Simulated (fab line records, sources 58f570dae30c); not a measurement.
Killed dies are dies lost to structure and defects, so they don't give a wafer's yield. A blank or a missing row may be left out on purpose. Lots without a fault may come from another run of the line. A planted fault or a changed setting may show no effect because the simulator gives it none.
Chamber matching | flow berkeley_cmos170 | UCB170_GATE_ETCH_15 on rie_si-02: 4 sister chambers
The step etches poly-Si in HBr/Cl2, stops on SiO2, time 56.3 s, target depth 278.2 nm. 7 wafers are shown with their chamber, then 6 later ones without.

WAFERS WITH THEIR CHAMBER
wafer  | chamber | drypump_motor_current_A (A) | oes_product_au (a.u.)
L793.1 | 2       | 5.94                        | 0.849
L796.5 | 1       | 5.81                        | 0.800
L796.6 | 0       | 6.04                        | 0.837
L797.1 | 1       | 5.84                        | 0.800
L797.6 | 3       | 6.21                        | 0.835
L800.3 | 0       | 6.04                        | 0.895
L800.6 | 3       | 6.20                        | 0.864

WAFERS WITHOUT THEIR CHAMBER
wafer  | drypump_motor_current_A (A) | oes_product_au (a.u.)
L801.4 | 5.85                        | 0.805
L801.5 | 5.81                        | 0.801
L801.6 | 6.00                        | 0.845
L810.2 | 6.02                        | 0.835
L810.3 | 6.19                        | 0.838
L810.4 | 5.98                        | 0.836

WHICH CHAMBER EACH WENT THROUGH
wafer  | from the rows above     | in truth
L801.4 | 1                       | 1
L801.5 | 1                       | 1
L801.6 | can't be placed: 0 or 2 | 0
L810.2 | 0                       | 0
L810.3 | 3                       | 3
L810.4 | can't be placed: 2 or 0 | 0
Placed correctly: 4 of 6. Can't be placed from these rows: 2 (the true chamber is among the candidates in 2). Placed wrongly: 0.
How it was worked out, from the rows above alone: a wafer's distance from a chamber is the root of the sum, over the readings, of the square of ((its reading less the chamber's mean) divided by the reading's scatter). The wafer belongs to the nearest chamber; if the next one is less than 2 further off, it can't be placed. A chamber's mean is the mean of its shown wafers. The scatter: the root of (the sum of the squares of (reading less its chamber's mean) over the shown wafers, divided by (wafers less chambers)).
